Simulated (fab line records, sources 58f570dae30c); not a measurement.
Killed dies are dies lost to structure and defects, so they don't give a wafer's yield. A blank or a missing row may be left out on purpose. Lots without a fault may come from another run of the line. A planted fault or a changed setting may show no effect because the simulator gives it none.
fab line records | flow berkeley_cmos170
record lots=5 wafers=27
route steps=331 shown M3@327
start_h: hours from the record's first day to the start of the lot's first wafer shown | wait_h: hours since the lot's step before | " the same as in the row above | L1.1+2: a row that stands for several wafers | - no value, or no start given | * or withheld: withheld | < > ~ a bound
route shown NAME@n: a module of which the file shows steps, and the number in the route of the first | usual: mean/standard deviation of fault-free wafers | same: alike in all rows | chamber/n: place in a boat | sites: the reading at each site | _std_site: their standard deviation | _edge_site: outer sites' mean less inner sites' | radius_mm: how far each site lies from the wafer's centre | mask NAME#n: copy n | behind: the tool/chamber that last shaped the wafer | hold: why the lot was held/for how many hours/how that ended | device: the transistor (n, p or np) that didn't switch | end of line: the same wafers' tests at the end of the route | a step without rows: its recipe alone | killed: dies lost to structure and defects at the first sort, not the wafer's yield | map: a wafer's dies, x killed, . not, _ none there
set.NAME: the setting as run; set.NAME@STEP: as run at that earlier step | model.NAME: the simulator's own value behind a step, which no gauge read
lots whose settings were changed on purpose; a table a step, a row a wafer
## steps
# step UCB170_M3_METAL_ETCH_18
# recipe chemistry=Cl2/BCl3 target=Al stop_on=SiO2 pressure_mtorr=12 target_depth_a=11700 over_etch_frac=0.3 time_s=195 icp_w=600 bias_w=120 Cl2_flow_sccm=90 bcl3_flow_sccm=45
# usual oes_product_au=0.856/0.013
# columns lot.wafer tool chamber start_h wait_h set.target_depth_a oes_product_au model.M3.feature_depth_nm model.KrF_of_M3_COAT_10.thk_nm model.SiO2_of_V2_CVD_00.thk_nm
L075.1 rie_metal-02 1 162.87 - 7044 0.994 697.8 484.9 961.5
L075.2 " 1 " " 11700 0.839 938.6 214.9 938.8
L075.3 " 1 " " 7044 0.998 699.9 480 960.3
L075.4 " 1 " " 11700 0.856 955 211 939.8
L075.5 " 1 " " 7044 0.995 700.5 480.7 959
L075.6 " 1 " " 11700 0.865 956.6 217.6 939.4
L076.1 rie_metal-01 0 171.77 - 11700 0.830 950 191.1 936.2
L076.2 " 1 " " 14170 0.766 976.8 67.3 923.5
L076.3 " 1 " " 11700 0.848 956.2 216.3 938.3
L076.4 " 0 " " 14170 0.756 961 48.56 920.4
L076.5 " 1 " " 14170 0.775 977 61.3 921.8
L076.6 " 0 " " 11700 0.839 952 194 935.9
L081.2 rie_metal-03 1 197.37 - 11700 0.881 954.2 175.8 934.3
L081.3 " 1 " " 11700 0.880 948.4 176.8 933.7
L081.5 " 1 " " 11700 0.866 937.2 179.8 935.4
L083.1 rie_metal-02 0 200.18 - 17360 0.706 974.1 0 905.8
L083.2 " 1 " " 17360 0.702 996.6 0 904.8
L083.3 " 1 " " 17360 0.694 972.5 0 904.1
L083.4 " 0 " " 11700 0.851 956.9 224.3 938.6
L083.5 " 0 " " 11700 0.839 941.3 226.9 939.1
L083.6 " 1 " " 11700 0.858 962.5 218 938.6
L082.1 rie_metal-03 0 200.43 - 11700 0.853 952 201.9 937.5
L082.2 " 1 " " 11700 0.885 959.4 181.3 935.2
L082.3 " 1 " " 11700 0.881 947.4 175.3 933.9
L082.4 " 0 " " 11700 0.863 956.5 197 935.2
L082.5 " 0 " " 11700 0.865 953.3 201.2 937.9
L082.6 " 1 " " 11700 0.882 959.5 170.3 933.7
# step UCB170_M3_STRIP_19
# recipe chemistry=O2 power_w=400 pressure_mtorr=3500 platen_temp_c=withheld o2_flow_sccm=400 overash_fraction=0.5
# usual oes_product_au=0.531/0.018
# columns lot.wafer tool chamber start_h wait_h set.target_depth_a@M3_METAL_ETCH_18 oes_product_au
L075.1 plasma_asher-04 0 163.25 0.3 7044 0.726
L075.2 " 1 " " 11700 0.546
L075.3 " 1 " " 7044 0.720
L075.4 " 0 " " 11700 0.541
L075.5 " 0 " " 7044 0.724
L075.6 " 1 " " 11700 0.543
L076.1 plasma_asher-04 1 171.95 0.1 11700 0.526
L076.2 " 0 " " 14170 0.392
L076.3 " 0 " " 11700 0.548
L076.4 " 1 " " 14170 0.366
L076.5 " 1 " " 14170 0.383
L076.6 " 0 " " 11700 0.520
L081.2 plasma_asher-02 1 197.55 0.1 11700 0.508
L081.3 " 0 " " 11700 0.503
L081.5 " 1 " " 11700 0.511
L083.1 plasma_asher-04 1 200.36 0.1 17360 0.321
L083.2 " 0 " " 17360 0.310
L083.3 " 0 " " 17360 0.310
L083.4 " 1 " " 11700 0.555
L083.5 " 1 " " 11700 0.554
L083.6 " 0 " " 11700 0.543
L082.1 plasma_asher-02 0 200.62 0.1 11700 0.536
L082.2 " 1 " " 11700 0.513
L082.3 " 0 " " 11700 0.502
L082.4 " 1 " " 11700 0.522
L082.5 " 0 " " 11700 0.530
L082.6 " 1 " " 11700 0.487
# step UCB170_M3_CD_MEAS_90
# recipe target_cd_nm=700
# usual cd_nm=699/3.7
# columns lot.wafer tool chamber start_h wait_h set.target_depth_a@M3_METAL_ETCH_18 cd_nm
L075.1 cd_sem-01 - 163.35 0.1 7044 718
L075.2 " - " " 11700 698
L075.3 " - " " 7044 719
L075.4 " - " " 11700 698
L075.5 " - " " 7044 717
L075.6 " - " " 11700 701
L076.1 cd_sem-01 - 172.05 0.1 11700 702
L076.2 " - " " 14170 695
L076.3 " - " " 11700 701
L076.4 " - " " 14170 694
L076.5 " - " " 14170 695
L076.6 " - " " 11700 702
L081.2 cd_sem-01 - 197.67 0.1 11700 698
L081.3 " - " " 11700 697
L081.5 " - " " 11700 696
L083.1 cd_sem-01 - 200.46 0.1 17360 680
L083.2 " - " " 17360 674
L083.3 " - " " 17360 674
L083.4 " - " " 11700 705
L083.5 " - " " 11700 705
L083.6 " - " " 11700 701
L082.1 cd_sem-02 - 200.72 0.1 11700 694
L082.2 " - " " 11700 698
L082.3 " - " " 11700 696
L082.4 " - " " 11700 698
L082.5 " - " " 11700 695
L082.6 " - " " 11700 694
## key
split step=UCB170_M3_METAL_ETCH_18 setting=target_depth_a stated=11700 by=wafer
response step=UCB170_M3_METAL_ETCH_18 reading=oes_product_au change=-0.00329 per=1% r=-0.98
response step=UCB170_M3_METAL_ETCH_18 reading=model.M3.feature_depth_nm shape=bent at_lowest=699.4 at_stated=952.1 at_highest=981
response step=UCB170_M3_METAL_ETCH_18 reading=model.KrF_of_M3_COAT_10.thk_nm change=-5.59 per=1% r=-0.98
response step=UCB170_M3_METAL_ETCH_18 reading=model.SiO2_of_V2_CVD_00.thk_nm change=-0.637 per=1% r=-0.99
response step=UCB170_M3_STRIP_19 reading=oes_product_au change=-0.005 per=1% r=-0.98
response step=UCB170_M3_CD_MEAS_90 reading=cd_nm change=-0.511 per=1% r=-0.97
